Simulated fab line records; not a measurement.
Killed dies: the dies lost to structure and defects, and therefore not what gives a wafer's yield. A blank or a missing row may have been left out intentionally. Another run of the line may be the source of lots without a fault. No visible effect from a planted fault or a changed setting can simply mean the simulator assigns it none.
Which tool is to blame? ; flow berkeley cmos170 ; Sampling: 14 lots, 42 wafers, 4 of 331 route steps

## WHAT EACH GAUGE READ, for each wafer
UCB170_ACTIVE_OVL_MEAS_14. Usual: ACTIVE_OVL 0 nm, standard deviation 5.1.
lot;measured;on;ACTIVE_OVL (nm);flag
L495;day 4 08:16;overlay-02;7 -3 -4;
L496;day 4 23:23;overlay-01;5 0 1;
L500;day 5 08:24;overlay-02;4 7 0;
L498;day 5 08:46;overlay-02;2 5 2;
L502;day 5 15:55;overlay-02;-11 -4 -10;
L501;day 5 16:04;overlay-01;0 1 3;
L503;day 6 17:02;overlay-01;4 3 15;
L508;day 7 00:14;overlay-01;-8 -5 -2;
L506;day 7 00:41;overlay-01;-2 -4 -10;
L512;day 7 17:02;overlay-02;5 -4 2;
L514;day 8 08:28;overlay-02;4 3 8;
L517;day 8 19:28;overlay-02;-3 0 -3;
L515;day 8 19:45;overlay-02;-9 -2 1;
L516;day 9 15:28;overlay-02;2 -3 -3;

UCB170_GATE_THK_MEAS_02. Usual: GATE_OXIDE_THK 6.54 nm, standard deviation 0.11.
lot;measured;on;GATE_OXIDE_THK (nm);flag
L495;day 5 23:16;film metro-02;6.69 6.67 6.64;
L496;day 6 18:02;film metro-01;6.50 6.53 6.49;
L500;day 6 23:59;film metro-01;6.38 6.57 6.51;
L498;day 6 23:59;film metro-03;6.43 6.42 6.47;
L502;day 7 03:24;film metro-01;6.54 6.43 6.51;
L501;day 7 03:23;film metro-03;6.52 6.40 6.41;
L503;day 8 03:28;film metro-02;6.50 6.67 6.59;
L508;day 8 09:04;film metro-03;6.53 6.52 6.70;
L506;day 8 09:05;film metro-02;6.65 6.75 6.55;
L512;day 9 15:21;film metro-01;5.72 5.60 5.53 5.73 5.62 5.53;OFF
L514;day 10 06:03;film metro-02;6.48 6.48 6.45;
L517;day 10 17:50;film metro-01;6.38 6.42 6.50;
L515;day 10 23:33;film metro-03;5.51 5.44 5.62 5.50 5.42 5.63;OFF
L516;day 11 06:31;film metro-02;6.65 6.59 6.69;

## TOOL THAT RAN EACH LOT (tool first, then ch and the chambers of the sampled wafers, then the start)
lot;UCB170_PFIELD_STRIP_08;UCB170_GATE_OXIDATION_01
L495;plasma asher-04 ch 0,1, day 4 10:31;furnace-04 ch 0, day 5 21:45
L496;plasma asher-02 ch 0,1, day 5 03:23;furnace-02 ch 0, day 6 16:31
L500;plasma asher-03 ch 0,1, day 5 12:05;furnace-04 ch 0, day 6 22:28
L498;plasma asher-03 ch 0,1, day 5 12:58;furnace-04 ch 0, day 6 22:28
L502;plasma asher-02 ch 0,1, day 5 18:43;furnace-01 ch 0, day 7 01:53
L501;plasma asher-02 ch 0,1, day 5 18:24;furnace-01 ch 0, day 7 01:53
L503;plasma asher-02 ch 0,1, day 6 21:53;furnace-02 ch 0, day 8 01:58
L508;plasma asher-03 ch 0,1, day 7 02:59;furnace-01 ch 0, day 8 07:34
L506;plasma asher-03 ch 0,1, day 7 03:16;furnace-01 ch 0, day 8 07:34
L512;plasma asher-02 ch 0,1, day 7 22:02;furnace-01 ch 0, day 9 13:51
L514;plasma asher-04 ch 0,1, day 8 10:10;furnace-02 ch 0, day 10 04:32
L517;plasma asher-02 ch 0,1, day 8 21:58;furnace-04 ch 0, day 10 16:19
L515;plasma asher-04 ch 0,1, day 8 22:15;furnace-01 ch 0, day 10 22:02
L516;plasma asher-04 ch 0,1, day 9 17:24;furnace-04 ch 0, day 11 05:01
- UCB170_PFIELD_STRIP_08: strips in O2.
- UCB170_GATE_OXIDATION_01: target thk 6.6 nm, ox time 1800 s.

## AS READ BY THE TOOLS THEMSELVES (means over the sampled wafers that have a number; for cases with no such wafer, the mark the record gives instead)
UCB170_PFIELD_STRIP_08. Usual: drypump motor current A 5.76 A, standard deviation 0.28; oes product au 0.735 a.u., standard deviation 0.0045; strip time to endpoint s 21.62 s, standard deviation 0.06.
lot;tool;drypump motor current A (A);oes product au (a.u.);strip time to endpoint s (s);flag
L495;plasma asher-04;5.96;0.730;21.65;
L496;plasma asher-02;5.94;0.736;21.58;
L500;plasma asher-03;5.41;0.734;21.66;
L498;plasma asher-03;5.39;0.736;21.64;
L502;plasma asher-02;5.82;0.735;21.57;
L501;plasma asher-02;5.80;0.734;21.60;
L503;plasma asher-02;5.81;0.737;21.73;
L508;plasma asher-03;5.39;0.736;21.60;
L506;plasma asher-03;5.40;0.734;21.52;
L512;plasma asher-02;5.93;0.736;21.66;
L514;plasma asher-04;5.94;0.734;21.65;
L517;plasma asher-02;5.81;0.737;21.64;
L515;plasma asher-04;6.07;0.736;21.61;
L516;plasma asher-04;6.08;0.737;21.59;

UCB170_GATE_OXIDATION_01. Usual: spike tc centre C 853.1 C, standard deviation 1.4; spike tc load C 877.6 C, standard deviation 1.3; spike tc source C 871 C, standard deviation 3; tube center temp C 849.99 C, standard deviation 0.079; tube_center_temp_C_max 852.2, standard deviation 0.34; zone power centre pct 40.9 %, standard deviation 2.4.
lot;tool;spike tc centre C (C);spike tc load C (C);spike tc source C (C);tube center temp C (C);tube_center_temp_C_max;zone power centre pct (%);flag
L495;furnace-04;852.6;876.3;874;850.00;852.0;38.3;
L496;furnace-02;852.2;878.6;867;850.00;852.4;40.1;
L500;furnace-04;853.2;876.6;874;850.04;852.1;38.2;
L498;furnace-04;852.9;876.2;876;850.04;852.4;38.0;
L502;furnace-01;854.0;877.4;871;850.00;852.2;43.7;
L501;furnace-01;854.6;879.2;872;850.00;852.4;44.0;
L503;furnace-02;851.8;878.2;867;849.97;852.3;40.2;
L508;furnace-01;854.9;878.3;871;849.96;852.1;43.4;
L506;furnace-01;853.7;878.1;872;849.99;852.1;43.6;
L512;furnace-01;839.6;864.6;857;835.95;838.6;42.9;OFF
L514;furnace-02;851.5;878.5;867;850.01;852.1;39.9;
L517;furnace-04;853.6;875.7;875;849.93;852.1;38.3;
L515;furnace-01;839.8;862.8;857;835.98;838.4;42.5;OFF
L516;furnace-04;853.7;876.7;874;850.00;852.3;38.2;

## THE ANSWER, worked out from the rows above alone
Rule: a lot is off if the mean of its wafers that have a number lies more than 3 standard deviations from the usual mean. Also off: a lot with no number at a reading for which 4 or more lots have one. Where the step has rows for the other lots, those lots are counted as sound. First the gauges in route order, then the tools' own readings, where a lot's mean is used as printed above. At the first step where some lot is off, the reading lying furthest off is the one used; lots without a number count as furthest.
Off: at UCB170_GATE_THK_MEAS_02 (GATE_OXIDE_THK), L512, L515.
If a tool, at a process step before that reading, ran all the lots that are off and no sound lot after the first of them, it fits. Not tried: the gauges at UCB170_GATE_THK_MEAS_02; whatever is off there is also off at UCB170_GATE_OXIDATION_01, on other tools, and gauge error can't account for it. One fits: UCB170_GATE_OXIDATION_01 on furnace-01. A fault onset in the window from L506 (day 8 07:34, its last sound lot) to L512 (day 9 13:51, its first lot off) fits.
The tool's own readings at UCB170_GATE_OXIDATION_01 bear it out: on the lots that are off they differ by more than 5 times the standard deviation of the sound lots' means. spike tc centre C reads 839.7 C there against 853.2 C on the sound lots; spike tc load C reads 863.7 C there against 877.5 C on the sound lots; tube center temp C reads 835.97 C there against 850.00 C on the sound lots; tube_center_temp_C_max reads 838.5 there against 852.2 on the sound lots.

## WHAT HAD BEEN PUT IN BY THE SIMULATOR
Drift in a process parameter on furnace-01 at UCB170_GATE_OXIDATION_01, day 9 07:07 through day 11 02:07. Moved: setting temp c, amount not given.
Shown lots that were struck: L512, L515. This agrees with what the rule above found.
